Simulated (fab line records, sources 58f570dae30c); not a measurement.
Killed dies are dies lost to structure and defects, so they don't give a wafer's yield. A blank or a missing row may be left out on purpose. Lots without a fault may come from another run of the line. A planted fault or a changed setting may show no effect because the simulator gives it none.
Which tool did it? | flow berkeley_cmos170 | 13 lots, 39 wafers sampled, at 3 steps of a route of 331

WHAT THE GAUGES READ, wafer by wafer
UCB170_V1_THK_MEAS_01.
lot  | measured     | on            | V1_TEOS_THK (nm)
L791 | day 7 05:11  | film_metro-03 | 1961 2006 2026
L792 | day 8 14:29  | film_metro-04 | 1965 2021 1993
L793 | day 7 20:41  | film_metro-02 | 1982 1968 1983
L794 | day 7 20:41  | film_metro-04 | 1964 2028 2005
L795 | day 8 01:28  | film_metro-04 | 2003 2052 2015
L796 | day 8 05:40  | film_metro-04 | 1955 2005 2033
L797 | day 8 05:41  | film_metro-03 | 1979 2025 2013
L798 | day 8 05:41  | film_metro-02 | 2029 1996 2009
L802 | day 9 08:32  | film_metro-04 | 2023 2019 1974
L806 | day 10 08:08 | film_metro-04 | 2020 1967 2033
L807 | day 10 08:08 | film_metro-03 | 1963 1950 1981
L808 | day 11 01:52 | film_metro-02 | 1952 1976 1998
L811 | day 11 01:43 | film_metro-02 | 1984 1956 2007

UCB170_V2_OVL_MEAS_13.
lot  | measured     | on         | V2_OVL (nm)
L791 | day 7 15:48  | overlay-02 | -3 -8 -8
L792 | day 8 22:04  | overlay-02 | 4 10 7
L793 | day 8 04:56  | overlay-02 | 1 2 9
L794 | day 8 04:40  | overlay-01 | -5 0 3
L795 | day 8 09:37  | overlay-02 | 2 -2 -4
L796 | day 8 13:20  | overlay-02 | -7 -5 5
L797 | day 8 14:09  | overlay-01 | -6 -3 -4
L798 | day 8 14:24  | overlay-02 | -9 -5 -3
L802 | day 9 16:17  | overlay-01 | -1 1 -1
L806 | day 10 16:22 | overlay-01 | -2 -4 -5
L807 | day 10 16:06 | overlay-01 | -3 3 1
L808 | day 11 10:29 | overlay-02 | 4 -3 -1
L811 | day 11 09:01 | overlay-02 | -9 -2 -3

WHICH TOOL RAN EACH LOT (tool, then ch and the chambers of the sampled wafers, then the start)
lot  | UCB170_WELLDRIVE_WET_ETCH_04
L791 | wet_bench-01 ch 0, day 3 14:18
L792 | wet_bench-01 ch 3, day 3 23:59
L793 | wet_bench-01 ch 0, day 4 09:47
L794 | wet_bench-01 ch 0, day 4 09:47
L795 | wet_bench-03 ch 1, day 4 16:31
L796 | wet_bench-03 ch 1, day 5 04:07
L797 | wet_bench-01 ch 3, day 5 05:28
L798 | wet_bench-01 ch 1, day 5 05:28
L802 | wet_bench-01 ch 2, day 6 01:59
L806 | wet_bench-04 ch 3, day 6 17:57
L807 | wet_bench-04 ch 1, day 6 17:57
L808 | wet_bench-03 ch 1, day 7 08:58
L811 | wet_bench-03 ch 1, day 7 15:52
- UCB170_WELLDRIVE_WET_ETCH_04: etches SiO2 in BOE, time 120 s.

WHAT THE TOOLS THEMSELVES READ (means of the sampled wafers that have a number; where no wafer has one, the mark that the record gives instead)
The record holds no such reading with a usual standard deviation.

THE ANSWER, worked out from the rows above alone
Rule: what is usual is taken from the lots themselves. Put in order of their means at a reading, lots are off if they are a third of the lots or fewer, leave a main group of 4 or more, and stand apart from it by a gap of 3 or more times the standard deviation of the main group's means; of several such gaps the widest counts. A main group whose means are all the same, to the digits that the tables above print for the reading, isn't used. A lot without any number at a reading at which 4 lots or more have one is off too. The other lots that the step has rows for count as sound. The gauges are gone through in route order, then the tools' own readings, and for those a lot's mean is taken as printed above. The first step at which some lot is off is used, and at that step the reading that is off furthest; a lot without a number counts as furthest.
No lot is off at any reading shown: from this, nothing can be told.

WHAT THE SIMULATOR HAD PUT IN
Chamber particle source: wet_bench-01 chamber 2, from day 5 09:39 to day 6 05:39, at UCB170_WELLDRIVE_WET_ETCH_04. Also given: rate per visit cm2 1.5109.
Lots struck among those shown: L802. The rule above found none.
